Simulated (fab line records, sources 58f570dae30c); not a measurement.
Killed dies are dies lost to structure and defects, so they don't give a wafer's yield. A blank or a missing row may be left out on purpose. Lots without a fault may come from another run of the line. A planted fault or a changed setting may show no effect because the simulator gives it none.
Problem report in the 8D (eight disciplines) form, filled by code | flow berkeley_cmos170 | the parts of the form that need people (team, actions taken, sign-off) are left out

1. THE PROBLEM
PLDD_TW at UCB170_PLDD_TW_MEAS_11 reads a mean of 1080 on 6 wafers of 2 lots; wafers without a fault read 1008 with a standard deviation of 10. That is +7.2 standard deviations from the usual mean.
First seen on wafer L304.2, day 9 15:33, on film_metro-04. The record holds 42 wafers of 14 lots with a number at this step. Rule for "out", or "out of limits": more than 4 standard deviations from the usual mean. The other wafers with a number count as sound.

2. WHAT IT IS AND WHAT IT IS NOT
question                    | is                           | is not
which readings at this step | PLDD_TW                      | -
which lots                  | L304, L306                   | L294, L295, L296, L298, L299, L301, L309, L311, L312, L315, L316, L317
which wafers of those lots  | all that have a number       | -
read on which gauges        | film_metro-02, film_metro-04 | film_metro-03
when                        | from day 9 15:33             | up to then (18 sound wafers); but 18 sound wafers of L309, L311, L312, L315, L316, L317 came after

3. SUSPECTS, AND WHAT RULES EACH OUT
Counting: a tool at a process step up to the reading stays a suspect if it ran every lot that is out and no sound lot after the first of them.
- the gauge at UCB170_PLDD_TW_MEAS_11: ruled out. The wafers that are out were read on 2 gauges (film_metro-02, film_metro-04).
- implanter-01 at UCB170_PLDD_IMPLANT_09: kept. It ran every lot that is out, first L304 (day 9 15:19), and no sound lot after that; its last sound lot up to then is L298 (day 8 02:35). Its own readings are out on those wafers: beam_on_s, dose_ions_cm2, faraday_current_uA.
Left after counting: implanter-01 at UCB170_PLDD_IMPLANT_09.

4. THE CAUSE (what the simulator had put in)
Process parameter drift: implanter-01, from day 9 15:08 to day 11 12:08, at UCB170_PLDD_IMPLANT_09. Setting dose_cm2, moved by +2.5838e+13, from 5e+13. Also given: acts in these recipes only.
Counting left only this tool.

5. THE CHAIN OF EFFECTS, in route order
Each row: a reading whose mean over the struck wafers that have a number lies more than 3 standard deviations from the usual. Only readings for which the record gives a usual standard deviation are gone through. hours: the time from each lot's start at the first step in this table that gives one to its start at this step, as a median over the lots. sigmas: the change in usual standard deviations.
hours | step                       | reading            | usual         | on struck wafers | change     | sigmas
0     | UCB170_PLDD_IMPLANT_09     | beam_on_s          | 10.00 s       | 13.22            | +3.22      | +15
0     | UCB170_PLDD_IMPLANT_09     | dose_ions_cm2      | 5.001e+13     | 7.584e+13        | +2.583e+13 | +99 or more
0     | UCB170_PLDD_IMPLANT_09     | faraday_current_uA | 159           | 181              | +22        | +6.8
0     | UCB170_PLDD_TW_MEAS_11     | PLDD_TW            | 1008          | 1080             | +72        | +7.2
14    | UCB170_SDANNEAL_RS_MEAS_04 | PLDD_RS            | 1031.9 ohm/sq | 859.8            | -172.1     | -59
The process steps in it:
- UCB170_PLDD_IMPLANT_09

6. WHAT WOULD HAVE CAUGHT IT SOONER
In this record the first reading out of limits at a measuring or inspecting step was taken at day 9 15:33, 0 hours after the fault began at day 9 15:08.
The tool's own readings at UCB170_PLDD_IMPLANT_09 were out on every struck wafer that the step has a row for (beam_on_s, dose_ions_cm2, faraday_current_uA): an alarm limit on them would have fired on the first of those.
Of the lots that are out (2), L306 began UCB170_PLDD_IMPLANT_09 on implanter-01 after day 9 15:33. A hold on the tool at that time would have spared it.
